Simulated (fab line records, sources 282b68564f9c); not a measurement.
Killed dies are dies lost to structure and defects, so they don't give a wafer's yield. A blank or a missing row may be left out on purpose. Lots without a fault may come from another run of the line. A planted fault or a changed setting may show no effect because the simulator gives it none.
fab line records | flow rit_cmos
record lots=13 wafers=39 last_day=7
route steps=202 shown PWELL@42 M1@202
lots that met no fault: from a run of the same line without faults
start_h: hours from the record's first day to the start of the lot's first wafer shown | wait_h: hours since the lot's step before | " the same as in the row above | L1.1+2: a row that stands for several wafers | - no value, or no start given | * or withheld: withheld | < > ~ a bound
route shown NAME@n: a module of which the file shows steps, and the number in the route of the first | usual: mean/standard deviation of fault-free wafers | same: alike in all rows | chamber/n: place in a boat | sites: the reading at each site | _std_site: their standard deviation | _edge_site: outer sites' mean less inner sites' | radius_mm: how far each site lies from the wafer's centre | mask NAME#n: copy n | behind: the tool/chamber that last shaped the wafer | hold: why the lot was held/for how many hours/how that ended | device: the transistor (n, p or np) that didn't switch | end of line: the same wafers' tests at the end of the route | a step without rows: its recipe alone | killed: dies lost to structure and defects at the first sort, not the wafer's yield | map: a wafer's dies, x killed, . not, _ none there
set.NAME: the setting as run; set.NAME@STEP: as run at that earlier step | model.NAME: the simulator's own value behind a step, which no gauge read
steps of the route over a sample of lots; a table a step, a row a wafer
services: from which hour (start_h, from the record's first day; less than 0 if before it) a tool's chamber was out of use, for how many hours, and why
## steps
# step RIT_PWELL_EXPOSE_03
# recipe mask_id=M3 na=0.57 target_cd_nm=43700 dose_mj=250
# usual reticle_temp_C=23.01/0.11
# columns lot.wafer tool chamber start_h wait_h mask reticle_temp_C
L643.2 iline_stepper-01 0 21.68 0.1 M3#0 23.17
L643.4 " 0 " " M3#0 23.22
L643.5 " 0 " " M3#0 22.94
L645.1 iline_stepper-01 0 31.27 0.1 M3#0 22.93
L645.2 " 0 " " M3#0 22.96
L645.4 " 0 " " M3#0 22.94
L646.1 iline_stepper-02 0 37.57 0.2 M3#0 22.94
L646.3 " 0 " " M3#0 22.98
L646.5 " 0 " " M3#0 23.22
L650.2 iline_stepper-02 0 57.81 0.1 M3#0 22.83
L650.3 " 0 " " M3#0 22.86
L650.6 " 0 " " M3#0 22.79
L652.1 iline_stepper-01 0 66.86 0.2 M3#0 23.06
L652.3 " 0 " " M3#0 23.20
L652.6 " 0 " " M3#0 23.09
L654.1 iline_stepper-02 0 76.53 0.1 M3_R1#0 23.11
L654.5 " 0 " " M3_R1#0 23.04
L654.6 " 0 " " M3_R1#0 23.07
L655.1 iline_stepper-01 0 82.09 0.2 M3#0 22.96
L655.5 " 0 " " M3#0 23.08
L655.6 " 0 " " M3#0 23.10
L660.2 iline_stepper-02 0 106.48 0.1 M3#0 23.19
L660.5 " 0 " " M3#0 22.91
L660.6 " 0 " " M3#0 22.98
L661.2 iline_stepper-02 0 112.04 0.1 M3#0 22.95
L661.4 " 0 " " M3#0 22.91
L661.6 " 0 " " M3#0 22.94
L662.1 iline_stepper-01 0 118.23 0.2 M3#0 22.96
L662.3 " 0 " " M3#0 23.08
L662.6 " 0 " " M3#0 23.09
L663.1 iline_stepper-01 0 126.70 0.1 M3#0 23.19
L663.3 " 0 " " M3#0 22.96
L663.6 " 0 " " M3#0 23.09
L665.2 iline_stepper-02 0 133.14 0.2 M3#0 23.13
L665.3 " 0 " " M3#0 22.98
L665.5 " 0 " " M3#0 22.93
L666.2 iline_stepper-02 0 141.54 0.1 M3#0 22.94
L666.5 " 0 " " M3#0 23.05
L666.6 " 0 " " M3#0 22.92
# step RIT_M1_PROBE_99
# usual killed_at_contacts=0.1/0.27 killed_at_front_end=6.4/2.9 killed_dies=6.5/3 killed_open=3.3/1.9 killed_short=3.2/1.7
# same gross_dies=264 killed_at_M0_to_M3=0 killed_at_M4_up=0 killed_at_back_side=0 killed_at_other=0
# columns lot.wafer tool chamber start_h wait_h killed_at_contacts killed_at_front_end killed_dies killed_open killed_short
L646.1 prober-01 - 73.49 0.1 0 8 8 6 2
L646.3 prober-01 - 73.59 0.2 1 3 4 4 0
L646.5 prober-01 - 73.69 0.2 0 3 3 1 2
L661.2 prober-02 - 152.18 0.1 0 14 14 7 7
L661.4 prober-02 - 152.28 0.2 0 10 10 6 4
L661.6 prober-02 - 152.38 0.2 0 7 7 2 5
L662.1 prober-01 - 153.63 0.1 0 7 7 3 4
L662.3 prober-01 - 153.73 0.2 0 6 6 3 3
L662.6 prober-01 - 153.88 0.2 0 10 10 6 4
L663.1 prober-02 - 165.68 0.1 0 6 6 2 4
L663.3 prober-02 - 165.78 0.2 0 5 5 1 4
L663.6 prober-02 - 165.93 0.2 0 6 6 4 2
L666.2 prober-01 - 178.68 0.1 0 12 12 7 5
L666.5 prober-01 - 178.83 0.2 0 4 4 1 3
L666.6 prober-01 - 178.88 0.2 0 6 6 3 3
# killed by level:class
L646.1 GATE:geometric_particle:open=4 FOX1:geometric_particle:open=2 ACTIVE:geometric_particle:short=1 REOX:geometric_particle:short=1
L646.3 GATE:geometric_particle:open=2 FOX1:geometric_particle:open=1 CONTACT:geometric_particle:open=1
L646.5 GATE:geometric_particle:short=1 GATE:geometric_particle:open=1 SILICIDE:geometric_particle:short=1
L661.2 GATE:geometric_particle:open=3 GATE:geometric_particle:short=3 REOX:geometric_particle:open=3 REOX:geometric_particle:short=2 FOX1:geometric_particle:short=1 FOX2:geometric_particle:open=1 SPACER:geometric_particle:short=1
L661.4 GATE:geometric_particle:short=3 GATE:geometric_particle:open=3 FOX1:geometric_particle:open=2 FOX2:geometric_particle:open=1 FOX2:geometric_particle:short=1
L661.6 REOX:geometric_particle:short=2 GATE:geometric_particle:short=1 GATE:geometric_particle:open=1 SPACER:geometric_particle:short=1 SILICIDE:geometric_particle:short=1 SILICIDE:geometric_particle:open=1
L662.1 SPACER:geometric_particle:short=3 GATE:geometric_particle:open=2 FOX1:geometric_particle:short=1 SPACER:geometric_particle:open=1
L662.3 GATE:geometric_particle:open=3 GATE:geometric_particle:short=2 FOX2:geometric_particle:short=1
L662.6 GATE:geometric_particle:open=4 GATE:geometric_particle:short=2 FOX1:geometric_particle:short=1 FOX1:geometric_particle:open=1 FOX2:geometric_particle:short=1 SPACER:geometric_particle:open=1
L663.1 GATE:geometric_particle:short=2 REOX:geometric_particle:short=2 FOX1:geometric_particle:open=1 SILICIDE:geometric_particle:open=1
L663.3 GATE:geometric_particle:short=3 FOX2:geometric_particle:open=1 SPACER:geometric_particle:short=1
L663.6 GATE:geometric_particle:open=2 REOX:geometric_particle:open=2 FOX1:geometric_particle:short=1 GATE:geometric_particle:short=1
L666.2 FOX1:geometric_particle:open=2 GATE:geometric_particle:short=2 SILICIDE:geometric_particle:short=2 FOX2:geometric_particle:open=1 FOX2:geometric_particle:short=1 GATE:geometric_particle:open=1 REOX:geometric_particle:open=1 SPACER:geometric_particle:open=1
L666.5 FOX1:geometric_particle:short=1 FOX1:geometric_particle:open=1 GATE:geometric_particle:short=1 SILICIDE:geometric_particle:short=1
L666.6 GATE:geometric_particle:open=3 GATE:geometric_particle:short=1 REOX:geometric_particle:short=1 SPACER:geometric_particle:short=1
## services
# columns tool chamber start_h hours kind
iline_stepper-02 0 48.20 - calibration
iline_stepper-02 - 49.12 1.7 pm
iline_stepper-01 0 90.26 - calibration
iline_stepper-01 - 97.70 1.7 pm
## key
first_sign step=RIT_PWELL_EXPOSE_03 reading=mask direction=changed
effect none on later readings
met_at RIT_PWELL_EXPOSE_03
struck_lots L654
tester_left_out L654
onset_between 57.81 76.53
fault kind=wrong_mask tool=any chamber=- onset_h=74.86 steps=RIT_PWELL_EXPOSE_03 aux_copy=M3_R1#0 cd_offset_nm=150 scope=struck_lots_only
# tester_left_out: of these lots the tester's yield and bins aren't shown, on N5 and GAA mostly nor the transistor test; their killed dies are dies lost to structure and defects alone, not to doping, threshold or leakage, so they don't give the yield
